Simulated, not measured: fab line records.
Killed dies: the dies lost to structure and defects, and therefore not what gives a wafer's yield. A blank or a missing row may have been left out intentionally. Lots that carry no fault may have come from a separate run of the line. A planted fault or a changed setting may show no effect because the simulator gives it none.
Split-lot experiment / flow berkeley cmos170 / route with 331 steps; 5 lots, 23 wafers read

SPLIT DETAILS
At UCB170_ZERO_ETCH_06 (etches SiO2 in CHF3/CF4/Ar, time 12 s), the setting over etch frac was moved away from the recipe's 1.58 on 8 of the 23 wafers read, by -24.6% to -15.6%. This setting was run at the recipe's value on the other wafers.

The reading is taken at the split's own step.

THE READING
oes product au, in a.u., at UCB170_ZERO_ETCH_06 (etches SiO2 in CHF3/CF4/Ar, time 12 s). Fault-free wafers of this fab line usually give 0.627 a.u., standard deviation 0.0098 a.u.

wafer=L078.1; tool, chamber at the split=rie diel-03, 2; over etch frac as run=1.58; against the recipe=recipe; oes product au, a.u.=0.634; against lot-mates on the recipe=-
wafer=L078.3; tool, chamber at the split=rie diel-03, 3; over etch frac as run=1.192; against the recipe=-24.6%; oes product au, a.u.=0.665; against lot-mates on the recipe=+0.035
wafer=L078.4; tool, chamber at the split=rie diel-03, 0; over etch frac as run=1.192; against the recipe=-24.6%; oes product au, a.u.=0.686; against lot-mates on the recipe=+0.056
wafer=L078.5; tool, chamber at the split=rie diel-03, 1; over etch frac as run=1.58; against the recipe=recipe; oes product au, a.u.=0.626; against lot-mates on the recipe=-
wafer=L078.6; tool, chamber at the split=rie diel-03, 0; over etch frac as run=1.192; against the recipe=-24.6%; oes product au, a.u.=0.682; against lot-mates on the recipe=+0.052
wafer=L080.1; tool, chamber at the split=rie diel-02, 1; over etch frac as run=1.58; against the recipe=recipe; oes product au, a.u.=0.620; against lot-mates on the recipe=-
wafer=L080.2; tool, chamber at the split=rie diel-02, 0; over etch frac as run=1.223; against the recipe=-22.6%; oes product au, a.u.=0.666; against lot-mates on the recipe=+0.041
wafer=L080.3; tool, chamber at the split=rie diel-02, 2; over etch frac as run=1.58; against the recipe=recipe; oes product au, a.u.=0.637; against lot-mates on the recipe=-
wafer=L080.4; tool, chamber at the split=rie diel-02, 3; over etch frac as run=1.58; against the recipe=recipe; oes product au, a.u.=0.617; against lot-mates on the recipe=-
wafer=L080.6; tool, chamber at the split=rie diel-02, 1; over etch frac as run=1.223; against the recipe=-22.6%; oes product au, a.u.=0.659; against lot-mates on the recipe=+0.034
wafer=L081.2; tool, chamber at the split=rie diel-02, 0; over etch frac as run=1.58; against the recipe=recipe; oes product au, a.u.=0.631; against lot-mates on the recipe=-
wafer=L081.3; tool, chamber at the split=rie diel-02, 3; over etch frac as run=1.58; against the recipe=recipe; oes product au, a.u.=0.628; against lot-mates on the recipe=-
wafer=L081.4; tool, chamber at the split=rie diel-02, 1; over etch frac as run=1.58; against the recipe=recipe; oes product au, a.u.=0.625; against lot-mates on the recipe=-
wafer=L081.5; tool, chamber at the split=rie diel-02, 1; over etch frac as run=1.58; against the recipe=recipe; oes product au, a.u.=0.628; against lot-mates on the recipe=-
wafer=L081.6; tool, chamber at the split=rie diel-02, 0; over etch frac as run=1.58; against the recipe=recipe; oes product au, a.u.=0.632; against lot-mates on the recipe=-
wafer=L082.2; tool, chamber at the split=rie diel-02, 0; over etch frac as run=1.58; against the recipe=recipe; oes product au, a.u.=0.630; against lot-mates on the recipe=-
wafer=L082.3; tool, chamber at the split=rie diel-02, 3; over etch frac as run=1.58; against the recipe=recipe; oes product au, a.u.=0.614; against lot-mates on the recipe=-
wafer=L082.6; tool, chamber at the split=rie diel-02, 1; over etch frac as run=1.58; against the recipe=recipe; oes product au, a.u.=0.625; against lot-mates on the recipe=-
wafer=L083.1; tool, chamber at the split=rie diel-04, 2; over etch frac as run=1.58; against the recipe=recipe; oes product au, a.u.=0.621; against lot-mates on the recipe=-
wafer=L083.2; tool, chamber at the split=rie diel-04, 1; over etch frac as run=1.333; against the recipe=-15.6%; oes product au, a.u.=0.645; against lot-mates on the recipe=+0.026
wafer=L083.4; tool, chamber at the split=rie diel-04, 0; over etch frac as run=1.333; against the recipe=-15.6%; oes product au, a.u.=0.666; against lot-mates on the recipe=+0.047
wafer=L083.5; tool, chamber at the split=rie diel-04, 0; over etch frac as run=1.333; against the recipe=-15.6%; oes product au, a.u.=0.664; against lot-mates on the recipe=+0.045
wafer=L083.6; tool, chamber at the split=rie diel-04, 1; over etch frac as run=1.58; against the recipe=recipe; oes product au, a.u.=0.617; against lot-mates on the recipe=-

THE FIT
A straight line over all 23 wafers: oes product au changes by -0.00197 a.u. for each +1% of over etch frac; r = -0.93; the points scatter about the line by 0.008 a.u.
The same after taking each lot's own level away (the mean of its wafers on the recipe; 23 wafers): -0.00196 a.u. for each +1%; r = -0.94; scatter 0.0078 a.u.
The reading moves by 0.048 a.u. for the largest change in over etch frac, on that fit.
From 0.6190 to 0.6300 a.u.: that is the span of the lots' own levels, equal to 1.1 times the standard deviation above.
The two slopes agree, so the slope changes little with the lot-to-lot level.
Check: for one of the wafers moved furthest among these (-24.6%), held out of the fit, the line's prediction against its lot-mates is +0.0514 a.u. Against them it came out at +0.035 a.u.
Tool readings at the split's step, against how far the setting was moved: oes product au r = -0.93.

FILE'S OWN FIT
oes product au changes by -0.00193 a.u. for each +1% of over etch frac, r = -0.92.
